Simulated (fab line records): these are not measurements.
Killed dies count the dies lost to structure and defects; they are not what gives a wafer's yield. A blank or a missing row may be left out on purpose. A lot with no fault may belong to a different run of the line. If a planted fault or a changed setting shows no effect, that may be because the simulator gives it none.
A struck lot beside a sound one / flow rit-cmos / 26 out of 202 route steps
Sound: the wafers L591.1, L591.3, L591.5. The struck wafers were L590.3, L590.4, L590.5. The cause is given at the end.
Order at every step that has rows: each side's tool, ch and its chambers, its first start. Under that, the readings that differ: sound wafers / struck wafers / difference of the means / sigmas: that difference in standard deviations of wafers without a fault.
alike: a reading whose means differ by less than 2 such deviations, as well as words and numbers matching on both sides. not compared: withheld readings; readings where some wafer has no value; bounds like >300 that might hide an equal value; numbers whose values overlap and for which the record gives no deviation.
Wherever a step has rows on one side only, a row that says differs or no value, or a row with sigmas, the two part there. Numbers that don't overlap but have no deviation are shown without sigmas and don't part them. A reading that every wafer of one side lacks parts them only if that side has two wafers or more.

first, 1 step without rows for these wafers: RIT_SPACER_CVD_03 (deposits Si3N4 from SiH2Cl2/NH3, target thk 250 nm, time 3300 s).
RIT_SPACER_THK_MEAS_04:
  sound on film-metro-02 at day 5 18:27; struck on film-metro-02 at day 5 16:40
reading=SPACER_NITRIDE_THK (nm); sound=246.9 246.4 246.2; struck=254.0 254.3 253.5; difference=+7.4; sigmas=+3
RIT_SPACER_ETCHBACK_05: etches Si3N4 in SF6/CHF3, stops on SiO2, target depth 250 nm, time 240 s.
  sound on rie-diel-03 ch 1,2, day 5 18:31; struck on rie-diel-04 ch 0,1, day 5 16:43
  alike: drypump-motor-current-A, oes-product-au, throttle-valve-pct
  not compared: rf-hours-counter-h
then, 6 steps without rows for these wafers: RIT_NSD_HMDS_00 (prime time 60 s); RIT_NSD_COAT_01 (resist thk 1000 nm); RIT_NSD_SOFTBAKE_02 (time 60 s); RIT_NSD_EXPOSE_03 (exposes mask M9, target cd 40700 nm); RIT_NSD_PEB_04; RIT_NSD_DEVELOP_05 (develop time 50 s).
RIT_NSD_OVL_MEAS_06:
  sound on overlay-01 at day 5 19:38; struck on overlay-02 at day 5 17:44
  alike: NSD_OVL
then, 2 steps without rows for these wafers: RIT_NSD_HARDBAKE_07 (time 60 s); RIT_NSD_IMPLANT_08.
RIT_NSD_STRIP_09: strips in O2, time 180 s.
  sound on plasma-asher-02 ch 0,1, day 5 19:58; struck on plasma-asher-04 ch 0,1, day 5 18:07
  no value came back on the struck wafers for chamber-pressure-mTorr (mTorr), drypump-motor-current-A (A); on the sound wafers chamber-pressure-mTorr (mTorr) reads 4004 4004 4000
reading=model.NOVOLAK_of_NSD_COAT_01.thk-nm (nm); sound=0 0 0; struck=888.6 888.6 888; difference=+888.4; sigmas=
  not compared: rf-hours-counter-h
RIT_NSD_TW_MEAS_10:
  sound on film-metro-04 at day 5 20:09; struck on film-metro-01 at day 5 18:16
  alike: NSD_TW
then, 6 steps without rows for these wafers: RIT_PSD_HMDS_00 (prime time 60 s); RIT_PSD_COAT_01 (resist thk 1000 nm); RIT_PSD_SOFTBAKE_02 (time 60 s); RIT_PSD_EXPOSE_03 (exposes mask M10, target cd 40900 nm); RIT_PSD_PEB_04; RIT_PSD_DEVELOP_05 (develop time 50 s).
RIT_PSD_OVL_MEAS_06:
  sound on overlay-01 at day 5 21:04; struck on overlay-02 at day 5 19:10
  alike: PSD_OVL
then, 2 steps without rows for these wafers: RIT_PSD_HARDBAKE_07 (time 60 s); RIT_PSD_IMPLANT_08.
RIT_PSD_STRIP_09: strips in O2, time 180 s.
  sound on plasma-asher-02 ch 0,1, day 5 21:23; struck on plasma-asher-03 ch 0,1, day 5 19:32
  alike: chamber-pressure-mTorr, drypump-motor-current-A
  not compared: rf-hours-counter-h
RIT_PSD_TW_MEAS_10:
  sound on film-metro-02 at day 5 21:34; struck on film-metro-02 at day 5 19:41
reading=PSD_TW; sound=3468 3449 3455; struck=30 30 30; difference=-3427; sigmas=-99 or more
then, 1 step without rows for these wafers: RIT_SDANNEAL_CLEAN_00 (cleans in SC1, time 600 s).

WHERE THEY PART
First at RIT_SPACER_THK_MEAS_04; last, within this record, at RIT_PSD_TW_MEAS_10.

WHY: whatever the simulator had introduced
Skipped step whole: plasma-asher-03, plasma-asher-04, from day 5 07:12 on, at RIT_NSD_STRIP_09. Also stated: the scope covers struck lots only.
